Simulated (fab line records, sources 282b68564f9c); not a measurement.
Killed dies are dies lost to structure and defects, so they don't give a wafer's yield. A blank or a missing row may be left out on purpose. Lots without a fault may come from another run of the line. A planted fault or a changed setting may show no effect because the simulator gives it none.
fab line records | flow rit_cmos
record lots=6 wafers=18 last_day=7
route steps=202 shown FOX1@20 FOX2@23 NWELL@28
lots that met no fault: from a run of the same line without faults
start_h: hours from the record's first day to the start of the lot's first wafer shown | wait_h: hours since the lot's step before | " the same as in the row above | L1.1+2: a row that stands for several wafers | - no value, or no start given | * or withheld: withheld | < > ~ a bound
route shown NAME@n: a module of which the file shows steps, and the number in the route of the first | usual: mean/standard deviation of fault-free wafers | same: alike in all rows | chamber/n: place in a boat | sites: the reading at each site | _std_site: their standard deviation | _edge_site: outer sites' mean less inner sites' | radius_mm: how far each site lies from the wafer's centre | mask NAME#n: copy n | behind: the tool/chamber that last shaped the wafer | hold: why the lot was held/for how many hours/how that ended | device: the transistor (n, p or np) that didn't switch | end of line: the same wafers' tests at the end of the route | a step without rows: its recipe alone | killed: dies lost to structure and defects at the first sort, not the wafer's yield | map: a wafer's dies, x killed, . not, _ none there
set.NAME: the setting as run; set.NAME@STEP: as run at that earlier step | model.NAME: the simulator's own value behind a step, which no gauge read
lots at some steps of the route; a table a step, a row a wafer
## steps
# step RIT_FOX1_OXIDATION_00
# recipe temp_c=1100 ambient=H2O target_thk_a=3507 p_h2o_torr=720 ox_time_s=1130
# step RIT_FOX1_THK_MEAS_01
# recipe reads=SiO2_of_FOX1_OXIDATION_00
# usual FOX1_OXIDE_THK=350/8.1
# columns lot.wafer tool chamber start_h wait_h FOX1_OXIDE_THK[nm]
L978.2 film_metro-01 - 22.54 0.0 344
L978.4 " - " " 337
L978.6 " - " " 348
L982.1 film_metro-03 - 43.16 0.0 357
L982.4 " - " " 354
L982.6 " - " " 356
L990.1 film_metro-01 - 83.33 0.0 351
L990.2 " - " " 344
L990.6 " - " " 339
L991.2 film_metro-01 - 90.39 0.0 345
L991.4 " - " " 345
L991.6 " - " " 350
L992.1 film_metro-03 - 91.82 0.0 345
L992.5 " - " " 342
L992.6 " - " " 349
L999.3 film_metro-03 - 128.39 0.0 344
L999.5 " - " " 344
L999.6 " - " " 349
# step RIT_FOX1_WET_ETCH_02
# recipe chemistry=BOE target_depth_nm=350 time_s=390 temp_c=21.5 dry=n2_spin dilution=10:1 target=SiO2
# step RIT_FOX2_OXIDATION_00
# recipe temp_c=1100 ambient=H2O target_thk_a=3507 p_h2o_torr=720 ox_time_s=1130
# step RIT_FOX2_THK_MEAS_01
# recipe reads=SiO2_of_FOX2_OXIDATION_00
# usual FOX2_OXIDE_THK=353/5.9
# columns lot.wafer tool chamber start_h wait_h FOX2_OXIDE_THK[nm]
L978.2 film_metro-01 - 24.03 0.0 350
L978.4 " - " " 353
L978.6 " - " " 349
L982.1 film_metro-03 - 44.65 0.0 359
L982.4 " - " " 346
L982.6 " - " " 352
L990.1 film_metro-01 - 84.86 0.0 354
L990.2 " - " " 348
L990.6 " - " " 353
L991.2 film_metro-01 - 92.14 0.0 355
L991.4 " - " " 356
L991.6 " - " " 352
L992.1 film_metro-03 - 93.37 0.0 352
L992.5 " - " " 348
L992.6 " - " " 353
L999.3 film_metro-01 - 129.88 0.0 347
L999.5 " - " " 352
L999.6 " - " " 345
# step RIT_FOX2_CLEAN_02
# recipe chemistry=dHF dilution=50:1 time_s=180
# step RIT_FOX2_WET_ETCH_03
# recipe chemistry=H3PO4 target=Si3N4 target_depth_nm=195 temp_c=165 time_s=2700
# step RIT_FOX2_THK_MEAS_90
# recipe reads=SiO2_of_FOX2_OXIDATION_00
# usual FIELD_OXIDE_LEFT_1_THK=325/6
# columns lot.wafer tool chamber start_h wait_h FIELD_OXIDE_LEFT_1_THK[nm]
L978.2 film_metro-01 - 24.91 0.0 323
L978.4 " - " " 327
L978.6 " - " " 322
L982.1 film_metro-02 - 45.53 0.0 331
L982.4 " - " " 319
L982.6 " - " " 325
L990.1 film_metro-03 - 86.49 0.0 328
L990.2 " - " " 321
L990.6 " - " " 326
L991.2 film_metro-01 - 93.09 0.0 327
L991.4 " - " " 328
L991.6 " - " " 324
L992.1 film_metro-02 - 94.25 0.0 325
L992.5 " - " " 321
L992.6 " - " " 326
L999.3 film_metro-03 - 130.75 0.0 320
L999.5 " - " " 325
L999.6 " - " " 318
# step RIT_NWELL_HMDS_00
# recipe prime_time_s=60 prime_temp_c=140
# step RIT_NWELL_COAT_01
# recipe resist=NOVOLAK spin_rpm=2000 resist_thk_nm=1300
# step RIT_NWELL_SOFTBAKE_02
# recipe resist=NOVOLAK temp_c=90 time_s=60
# step RIT_NWELL_EXPOSE_03
# recipe mask_id=M2 na=0.57 target_cd_nm=43900 dose_mj=250
# step RIT_NWELL_PEB_04
# recipe resist=NOVOLAK temp_c=withheld time_s=withheld
# usual chill_plate_temp_C=* exhaust_pa=45.2/0.84 resist_line_temp_C=*
# columns lot.wafer tool chamber start_h wait_h chill_plate_temp_C exhaust_pa resist_line_temp_C
L978.2 litho_track-04 0 25.68 0.1 * 43.6 *
L978.4 " 0 " " * 44.5 *
L978.6 " 0 " " * 43.2 *
L982.1 litho_track-02 0 46.28 0.1 * 44.7 *
L982.4 " 0 " " * 45.8 *
L982.6 " 0 " " * 45.9 *
L990.1 litho_track-04 - 87.12 0.1 - - -
L990.2 " - " " - - -
L990.6 " - " " - - -
L991.2 litho_track-04 - 93.86 0.1 - - -
L991.4 " - " " - - -
L991.6 " - " " - - -
L992.1 litho_track-02 0 95.03 0.1 * 46.5 *
L992.5 " 0 " " * 45.1 *
L992.6 " 0 " " * 46.0 *
L999.3 litho_track-03 0 131.58 0.1 * 46.3 *
L999.5 " 0 " " * 45.7 *
L999.6 " 0 " " * 45.3 *
# step RIT_NWELL_DEVELOP_05
# recipe resist=NOVOLAK develop_time_s=68 dev_temp_c=23
## key
first_sign step=RIT_NWELL_PEB_04 reading=tool_record direction=missing
effect none on later readings
met_at RIT_NWELL_PEB_04
struck_wafers L990.1,L990.2,L990.6,L991.2,L991.4,L991.6
sort_left_out L990.1,L990.2,L990.6,L991.2,L991.4,L991.6
tester_left_out L990,L991
onset_between 25.68 87.12
fault kind=skipped_step_whole tool=litho_track-04 chamber=- onset_h=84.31 steps=RIT_NWELL_PEB_04 scope=struck_lots_only
# tester_left_out: of these lots the tester's yield and bins aren't shown, on N5 and GAA mostly nor the transistor test; their killed dies are dies lost to structure and defects alone, not to doping, threshold or leakage, so they don't give the yield
# sort_left_out: the simulated sort isn't trusted on such a fault, so these wafers' sort isn't shown, and their yield isn't known
